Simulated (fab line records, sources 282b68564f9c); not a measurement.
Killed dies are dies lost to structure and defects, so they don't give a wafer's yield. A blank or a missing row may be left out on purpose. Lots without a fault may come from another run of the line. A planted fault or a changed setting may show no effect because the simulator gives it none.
fab line records | flow rit_cmos
record lots=14 wafers=42 last_day=8
route steps=202 shown PRETRO@70 PSD@148 SILICIDE@161 M1@186
lots that met no fault: from a run of the same line without faults
start_h: hours from the record's first day to the start of the lot's first wafer shown | wait_h: hours since the lot's step before | " the same as in the row above | L1.1+2: a row that stands for several wafers | - no value, or no start given | * or withheld: withheld | < > ~ a bound
route shown NAME@n: a module of which the file shows steps, and the number in the route of the first | usual: mean/standard deviation of fault-free wafers | same: alike in all rows | chamber/n: place in a boat | sites: the reading at each site | _std_site: their standard deviation | _edge_site: outer sites' mean less inner sites' | radius_mm: how far each site lies from the wafer's centre | mask NAME#n: copy n | behind: the tool/chamber that last shaped the wafer | hold: why the lot was held/for how many hours/how that ended | device: the transistor (n, p or np) that didn't switch | end of line: the same wafers' tests at the end of the route | a step without rows: its recipe alone | killed: dies lost to structure and defects at the first sort, not the wafer's yield | map: a wafer's dies, x killed, . not, _ none there
set.NAME: the setting as run; set.NAME@STEP: as run at that earlier step | model.NAME: the simulator's own value behind a step, which no gauge read
steps of the route over a sample of lots; a table a step, a row a wafer
services: from which hour (start_h, from the record's first day; less than 0 if before it) a tool's chamber was out of use, for how many hours, and why
## steps
# step RIT_PRETRO_OVL_MEAS_06
# usual PRETRO_OVL=0.3/1.3
# columns lot.wafer tool chamber start_h wait_h PRETRO_OVL[nm]
L972.2 overlay-02 - 38.01 - 0.8
L972.4 " - " " 0.5
L972.6 " - " " 0.6
L973.3 overlay-01 - 41.36 - 0.8
L973.5 " - " " 0.2
L973.6 " - " " 0.0
L975.1 overlay-02 - 52.35 - 0.2
L975.4 " - " " 1.0
L975.5 " - " " 0.4
L976.3 overlay-02 - 55.74 - -1.4
L976.5 " - " " -1.2
L976.6 " - " " -0.5
L979.1 overlay-01 - 72.90 - -0.6
L979.5 " - " " -1.2
L979.6 " - " " 0.0
L981.2 overlay-02 - 81.37 - -0.1
L981.3 " - " " -1.1
L981.5 " - " " 1.0
L982.2 overlay-01 - 88.12 - -0.3
L982.5 " - " " 1.5
L982.6 " - " " -0.2
L986.1 overlay-02 - 107.69 - 1.1
L986.2 " - " " 0.4
L986.5 " - " " 1.8
L987.3 overlay-02 - 112.71 - -1.0
L987.4 " - " " -1.3
L987.5 " - " " 1.3
L988.3 overlay-01 - 119.12 - 0.2
L988.4 " - " " -0.2
L988.6 " - " " -0.5
L989.3 overlay-02 - 122.73 - 2.5
L989.4 " - " " -0.2
L989.6 " - " " 0.8
L990.2 overlay-02 - 127.64 - -1.5
L990.3 " - " " -1.7
L990.4 " - " " -1.0
L992.1 overlay-01 - 147.00 - -0.1
L992.3 " - " " 1.6
L992.6 " - " " 0.1
L994.2 overlay-02 - 165.08 - -0.1
L994.3 " - " " 0.5
L994.4 " - " " 0.3
# step RIT_PSD_OVL_MEAS_06
# usual PSD_OVL=0.7/1.4
# columns lot.wafer tool chamber start_h wait_h PSD_OVL[nm]
L972.2 overlay-01 - 55.00 - 2.6
L972.4 " - " " 2.4
L972.6 " - " " 2.4
L973.3 overlay-02 - 60.26 - 1.7
L973.5 " - " " 0.5
L973.6 " - " " 2.2
L975.1 overlay-02 - 69.49 - -0.6
L975.4 " - " " 0.9
L975.5 " - " " -0.1
L976.3 overlay-02 - 73.20 - 1.4
L976.5 " - " " 1.6
L976.6 " - " " 1.8
L979.1 overlay-01 - 90.55 - -0.3
L979.5 " - " " -0.4
L979.6 " - " " -0.7
L981.2 overlay-02 - 100.83 - 3.3
L981.3 " - " " 2.7
L981.5 " - " " 2.1
L982.2 overlay-02 - 109.81 - -0.6
L982.5 " - " " -1.0
L982.6 " - " " -1.7
L986.1 overlay-02 - 125.77 - 2.1
L986.2 " - " " 0.4
L986.5 " - " " 1.7
L987.3 overlay-01 - 132.60 - 0.2
L987.4 " - " " -0.1
L987.5 " - " " 0.2
L988.3 overlay-01 - 146.11 - -0.3
L988.4 " - " " -0.1
L988.6 " - " " 0.8
L989.3 overlay-02 - 146.35 - 2.1
L989.4 " - " " 2.1
L989.6 " - " " 1.4
L990.2 overlay-01 - 159.63 - -1.3
L990.3 " - " " -2.2
L990.4 " - " " -2.8
L992.1 overlay-02 - 180.72 - -1.9
L992.3 " - " " -1.3
L992.6 " - " " -1.7
L994.2 overlay-02 - 191.68 - 0.1
L994.3 " - " " -0.3
L994.4 " - " " 0.1
# step RIT_SILICIDE_WET_ETCH_00
# recipe chemistry=BOE target=SiO2 target_depth_nm=14 time_s=15 dry=n2_spin dilution=10:1 temp_c=21.5
# usual bath_heat_duty_pct=1.7/0.4 run_length_s=42.6/1.8
# columns lot.wafer tool chamber start_h wait_h bath_heat_duty_pct run_length_s
L972.2 wet_bench-03 3 56.82 0.1 1.9 45.2
L972.4 " 3 " " 1.9 45.2
L972.6 " 3 " " 1.4 45.2
L973.3 wet_bench-03 3 61.79 0.1 2.1 41.0
L973.5 " 3 " " 1.0 41.0
L973.6 " 3 " " 2.0 41.0
L975.1 wet_bench-03 1 70.99 0.1 1.5 43.6
L975.4 " 1 " " 1.9 43.6
L975.5 " 1 " " 1.1 43.6
L976.3 wet_bench-03 1 74.66 0.1 1.7 42.1
L976.5 " 1 " " 2.1 42.1
L976.6 " 1 " " 1.5 42.1
L979.1 wet_bench-01 3 92.03 0.1 1.7 41.1
L979.5 " 3 " " 1.4 41.1
L979.6 " 3 " " 1.7 41.1
L981.2 wet_bench-01 1 102.30 0.1 - -
L981.3 " 1 " " - -
L981.5 " 1 " " - -
L982.2 wet_bench-01 3 111.35 0.1 - -
L982.5 " 3 " " - -
L982.6 " 3 " " - -
L986.1 wet_bench-01 3 127.25 0.1 1.8 41.9
L986.2 " 3 " " 1.8 41.9
L986.5 " 3 " " 2.1 41.9
L987.3 wet_bench-04 1 134.07 0.1 2.7 45.7
L987.4 " 1 " " 1.4 45.7
L987.5 " 1 " " 2.3 45.7
L988.3 wet_bench-01 3 147.58 0.1 1.6 41.9
L988.4 " 3 " " 1.7 41.9
L988.6 " 3 " " 1.5 41.9
L989.3 wet_bench-03 0 147.82 0.1 1.2 45.8
L989.4 " 0 " " 1.7 45.8
L989.6 " 0 " " 2.0 45.8
L990.2 wet_bench-01 3 161.11 0.1 2.1 41.9
L990.3 " 3 " " 0.8 41.9
L990.4 " 3 " " 1.9 41.9
L992.1 wet_bench-04 1 182.41 0.1 2.3 41.8
L992.3 " 1 " " 2.2 41.8
L992.6 " 1 " " 1.7 41.8
L994.2 wet_bench-01 3 193.17 0.1 2.0 42.2
L994.3 " 3 " " 1.6 42.2
L994.4 " 3 " " 2.0 42.2
# step RIT_M1_THK_MEAS_02
# recipe thk_meas_gauge=xrf reads=Al_of_M1_SPUTTER_00
# usual M1_AL_THK=407/4.9
# columns lot.wafer tool chamber start_h wait_h M1_AL_THK[nm]
L972.2 film_metro-02 - 60.03 0.1 406
L972.4 " - " " 401
L972.6 " - " " 401
L973.3 film_metro-04 - 65.16 0.1 406
L973.5 " - " " 412
L973.6 " - " " 411
L975.1 film_metro-01 - 74.20 0.1 401
L975.4 " - " " 400
L975.5 " - " " 405
L976.3 film_metro-02 - 77.99 0.1 404
L976.5 " - " " 404
L976.6 " - " " 409
L979.1 film_metro-02 - 95.38 0.1 414
L979.5 " - " " 414
L979.6 " - " " 414
L986.1 film_metro-04 - 130.40 0.1 414
L986.2 " - " " 403
L986.5 " - " " 411
L987.3 film_metro-01 - 137.25 0.1 406
L987.4 " - " " 404
L987.5 " - " " 408
L988.3 film_metro-01 - 150.88 0.1 409
L988.4 " - " " 408
L988.6 " - " " 402
L989.3 film_metro-02 - 151.14 0.1 406
L989.4 " - " " 409
L989.6 " - " " 407
L990.2 film_metro-01 - 164.28 0.1 406
L990.3 " - " " 408
L990.4 " - " " 413
L992.1 film_metro-04 - 185.61 0.1 415
L992.3 " - " " 416
L992.6 " - " " 412
L994.2 film_metro-01 - 196.91 0.1 396
L994.3 " - " " 399
L994.4 " - " " 399
# step RIT_M1_PROBE_99
# usual killed_at_contacts=0.1/0.25 killed_at_front_end=7/3.3 killed_dies=7/3.2 killed_on_rim=1.9/1.5 killed_open=3.6/2.2 killed_short=3.5/2
# same gross_dies=264 killed_at_M0_to_M3=0 killed_at_M4_up=0 killed_at_back_side=0 killed_at_other=0
# columns lot.wafer tool chamber start_h wait_h killed_at_contacts killed_at_front_end killed_dies killed_on_rim killed_open killed_short
L972.2 prober-01 - 63.68 0.1 0 4 4 1 2 2
L972.4 prober-01 - 63.78 0.2 0 4 4 1 2 2
L972.6 prober-01 - 63.88 0.2 0 1 1 0 0 1
L973.3 prober-02 - 69.03 0.2 0 9 9 4 4 5
L973.5 prober-02 - 69.13 0.2 0 14 14 2 6 8
L973.6 prober-02 - 69.18 0.2 0 5 5 2 3 2
L975.1 prober-02 - 77.80 0.1 0 6 6 2 2 4
L975.4 prober-02 - 77.95 0.2 0 5 5 0 1 4
L975.5 prober-02 - 78.00 0.2 0 5 5 0 4 1
L976.3 prober-01 - 81.74 0.2 0 6 6 0 3 3
L976.5 prober-01 - 81.84 0.2 0 7 7 2 5 2
L976.6 prober-01 - 81.89 0.2 0 9 9 1 4 5
L979.1 prober-02 - 99.35 0.1 0 6 6 3 1 5
L979.5 prober-02 - 99.55 0.2 0 6 6 1 2 4
L979.6 prober-02 - 99.60 0.2 0 2 2 1 1 1
L981.2 prober-02 - 109.39 0.1 0 264 264 70 7 3
L981.3 prober-02 - 109.44 0.2 0 264 264 70 2 1
L981.5 prober-02 - 109.54 0.2 0 264 264 70 6 1
L982.2 prober-01 - 118.30 0.1 1 263 264 70 3 3
L982.5 prober-01 - 118.45 0.2 0 264 264 70 4 3
L982.6 prober-01 - 118.50 0.2 1 263 264 70 3 5
L986.1 prober-01 - 134.00 0.1 0 12 12 2 9 3
L986.2 prober-01 - 134.05 0.1 0 7 7 0 5 2
L986.5 prober-01 - 134.20 0.2 0 7 7 1 4 3
L987.3 prober-02 - 140.94 0.2 0 6 6 3 3 3
L987.4 prober-02 - 140.99 0.2 0 7 7 3 2 5
L987.5 prober-02 - 141.04 0.2 0 4 4 2 2 2
L988.3 prober-01 - 154.86 0.2 0 9 9 6 4 5
L988.4 prober-01 - 154.91 0.2 0 9 9 2 6 3
L988.6 prober-01 - 155.01 0.2 0 11 11 3 6 5
L989.3 prober-02 - 156.36 0.2 0 2 2 1 0 2
L989.4 prober-02 - 156.41 0.2 0 5 5 0 3 2
L989.6 prober-02 - 156.51 0.2 0 7 7 3 4 3
L990.2 prober-01 - 168.10 0.1 0 8 8 2 5 3
L990.3 prober-01 - 168.15 0.2 0 4 4 2 2 2
L990.4 prober-01 - 168.20 0.2 0 12 12 1 10 2
L992.1 prober-01 - 189.33 0.1 0 3 3 0 1 2
L992.3 prober-01 - 189.43 0.2 0 8 8 2 6 2
L992.6 prober-01 - 189.58 0.2 0 9 9 3 3 6
L994.2 prober-01 - 200.67 0.1 0 6 6 2 3 3
L994.3 prober-01 - 200.72 0.2 0 7 7 0 5 2
L994.4 prober-01 - 200.77 0.2 0 7 7 1 3 4
# killed by level:class
L972.2 REOX:geometric_particle:open=2 GATE:geometric_particle:short=1 REOX:geometric_particle:short=1
L972.4 FOX1:geometric_particle:short=1 FOX2:geometric_particle:open=1 GATE:geometric_particle:open=1 SPACER:geometric_particle:short=1
L972.6 SILICIDE:geometric_particle:short=1
L973.3 GATE:geometric_particle:short=4 GATE:geometric_particle:open=2 FOX1:geometric_particle:open=1 FOX2:geometric_particle:short=1 SPACER:geometric_particle:open=1
L973.5 GATE:geometric_particle:open=4 SPACER:geometric_particle:short=3 REOX:geometric_particle:short=2 SILICIDE:geometric_particle:open=2 FOX1:geometric_particle:short=1 GATE:geometric_particle:short=1 SILICIDE:geometric_particle:short=1
L973.6 REOX:geometric_particle:open=2 REOX:geometric_particle:short=2 SILICIDE:geometric_particle:open=1
L975.1 REOX:geometric_particle:short=2 SPACER:geometric_particle:short=2 FOX2:geometric_particle:open=1 SPACER:geometric_particle:open=1
L975.4 REOX:geometric_particle:short=2 FOX1:geometric_particle:short=1 FOX2:geometric_particle:open=1 GATE:geometric_particle:short=1
L975.5 GATE:geometric_particle:open=2 FOX2:geometric_particle:short=1 FOX2:geometric_particle:open=1 SPACER:geometric_particle:open=1
L976.3 FOX1:geometric_particle:open=2 FOX1:geometric_particle:short=2 GATE:geometric_particle:open=1 REOX:geometric_particle:short=1
L976.5 GATE:geometric_particle:open=5 FOX1:geometric_particle:short=1 SILICIDE:geometric_particle:short=1
L976.6 FOX1:geometric_particle:open=2 GATE:geometric_particle:short=2 GATE:geometric_particle:open=2 FOX1:geometric_particle:short=1 REOX:geometric_particle:short=1 SPACER:geometric_particle:short=1
L979.1 GATE:geometric_particle:short=3 FOX1:geometric_particle:short=1 REOX:geometric_particle:short=1 SILICIDE:geometric_particle:open=1
L979.5 GATE:geometric_particle:short=4 FOX2:geometric_particle:open=1 SPACER:geometric_particle:open=1
L979.6 REOX:geometric_particle:short=1 SILICIDE:geometric_particle:open=1
L981.2 SILICIDE:area_etch=254 GATE:geometric_particle:open=5 REOX:geometric_particle:open=2 GATE:geometric_particle:short=1 REOX:geometric_particle:short=1 SILICIDE:geometric_particle:short=1
L981.3 SILICIDE:area_etch=261 FOX1:geometric_particle:open=2 GATE:geometric_particle:short=1
L981.5 SILICIDE:area_etch=257 GATE:geometric_particle:open=6 GATE:geometric_particle:short=1
L982.2 SILICIDE:area_etch=258 SILICIDE:geometric_particle:open=2 SILICIDE:geometric_particle:short=2 GATE:geometric_particle:open=1 CONTACT:geometric_particle:short=1
L982.5 SILICIDE:area_etch=257 REOX:geometric_particle:open=2 FOX1:geometric_particle:short=1 FOX2:geometric_particle:open=1 REOX:geometric_particle:short=1 SILICIDE:geometric_particle:open=1 SILICIDE:geometric_particle:short=1
L982.6 SILICIDE:area_etch=256 REOX:geometric_particle:short=2 FOX2:geometric_particle:open=1 GATE:geometric_particle:short=1 GATE:geometric_particle:open=1 SPACER:geometric_particle:short=1 SILICIDE:geometric_particle:short=1 CONTACT:geometric_particle:open=1
L986.1 SPACER:geometric_particle:open=5 GATE:geometric_particle:short=3 GATE:geometric_particle:open=2 REOX:geometric_particle:open=1 SILICIDE:geometric_particle:open=1
L986.2 FOX2:geometric_particle:open=1 GATE:geometric_particle:open=1 REOX:geometric_particle:open=1 SPACER:geometric_particle:open=1 SPACER:geometric_particle:short=1 SILICIDE:geometric_particle:short=1 SILICIDE:geometric_particle:open=1
L986.5 GATE:geometric_particle:open=3 SPACER:geometric_particle:short=2 REOX:geometric_particle:short=1 SPACER:geometric_particle:open=1
L987.3 FOX1:geometric_particle:short=1 FOX1:geometric_particle:open=1 FOX2:geometric_particle:open=1 GATE:geometric_particle:open=1 GATE:geometric_particle:short=1 REOX:geometric_particle:short=1
L987.4 SPACER:geometric_particle:short=3 FOX1:geometric_particle:short=1 GATE:geometric_particle:open=1 REOX:geometric_particle:short=1 SILICIDE:geometric_particle:open=1
L987.5 FOX1:geometric_particle:open=1 GATE:geometric_particle:open=1 REOX:geometric_particle:short=1 SILICIDE:geometric_particle:short=1
L988.3 GATE:geometric_particle:short=2 SILICIDE:geometric_particle:short=2 SILICIDE:geometric_particle:open=2 FOX1:geometric_particle:short=1 GATE:geometric_particle:open=1 SPACER:geometric_particle:open=1
L988.4 GATE:geometric_particle:open=6 GATE:geometric_particle:short=3
L988.6 GATE:geometric_particle:open=4 SPACER:geometric_particle:short=3 SPACER:geometric_particle:open=2 FOX2:geometric_particle:short=1 REOX:geometric_particle:short=1
L989.3 GATE:geometric_particle:short=1 REOX:geometric_particle:short=1
L989.4 FOX1:geometric_particle:short=2 ACTIVE:geometric_particle:open=1 GATE:geometric_particle:open=1 SILICIDE:geometric_particle:open=1
L989.6 FOX1:geometric_particle:open=2 GATE:geometric_particle:short=2 ACTIVE:geometric_particle:open=1 FOX2:geometric_particle:short=1 GATE:geometric_particle:open=1
L990.2 GATE:geometric_particle:open=2 SPACER:geometric_particle:open=2 FOX1:geometric_particle:short=1 FOX2:geometric_particle:short=1 GATE:geometric_particle:short=1 REOX:geometric_particle:open=1
L990.3 ACTIVE:geometric_particle:short=1 FOX1:geometric_particle:short=1 SPACER:geometric_particle:open=1 SILICIDE:geometric_particle:open=1
L990.4 GATE:geometric_particle:open=4 REOX:geometric_particle:open=4 GATE:geometric_particle:short=1 SPACER:geometric_particle:open=1 SILICIDE:geometric_particle:open=1 SILICIDE:geometric_particle:short=1
L992.1 REOX:geometric_particle:short=2 GATE:geometric_particle:open=1
L992.3 FOX1:geometric_particle:open=2 SILICIDE:geometric_particle:open=2 FOX1:geometric_particle:short=1 GATE:geometric_particle:open=1 REOX:geometric_particle:open=1 REOX:geometric_particle:short=1
L992.6 GATE:geometric_particle:short=3 GATE:geometric_particle:open=3 FOX1:geometric_particle:short=1 REOX:geometric_particle:short=1 SILICIDE:geometric_particle:short=1
L994.2 FOX2:geometric_particle:open=1 GATE:geometric_particle:open=1 GATE:geometric_particle:short=1 REOX:geometric_particle:short=1 REOX:geometric_particle:open=1 SPACER:geometric_particle:short=1
L994.3 GATE:geometric_particle:open=3 SILICIDE:geometric_particle:open=2 FOX2:geometric_particle:short=1 GATE:geometric_particle:short=1
L994.4 FOX1:geometric_particle:open=1 FOX1:geometric_particle:short=1 FOX2:geometric_particle:short=1 FOX2:geometric_particle:open=1 GATE:geometric_particle:short=1 GATE:geometric_particle:open=1 REOX:geometric_particle:short=1
## services
# columns tool chamber start_h hours kind
wet_bench-04 - 81.17 38.2 pm
wet_bench-03 - 108.23 1.9 pm
## key
first_sign step=RIT_SILICIDE_WET_ETCH_00 reading=tool_record direction=missing
effect step=RIT_M1_PROBE_99 reading=killed_dies direction=up sigmas=79 usual=7 struck=264
more_kills_born_at RIT_SILICIDE_WET_ETCH_00@wet_bench-01=1543
met_at RIT_SILICIDE_WET_ETCH_00
struck_lots L981,L982
later_rows_left_out L981.2,L981.3,L981.5,L982.2,L982.5,L982.6
tester_left_out L981,L982
not_acting_at RIT_PRETRO_OVL_MEAS_06,RIT_PSD_OVL_MEAS_06,RIT_M1_THK_MEAS_02
onset_between 92.03 102.30
fault kind=skipped_step_whole tool=wet_bench-01 chamber=- onset_h=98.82 steps=RIT_SILICIDE_WET_ETCH_00 scope=struck_lots_only
# tester_left_out: of these lots the tester's yield and bins aren't shown, on N5 and GAA mostly nor the transistor test; their killed dies are dies lost to structure and defects alone, not to doping, threshold or leakage, so they don't give the yield
# later_rows_left_out: the simulator's readings of these wafers behind a module that went badly wrong aren't trusted and aren't shown, but for the sort
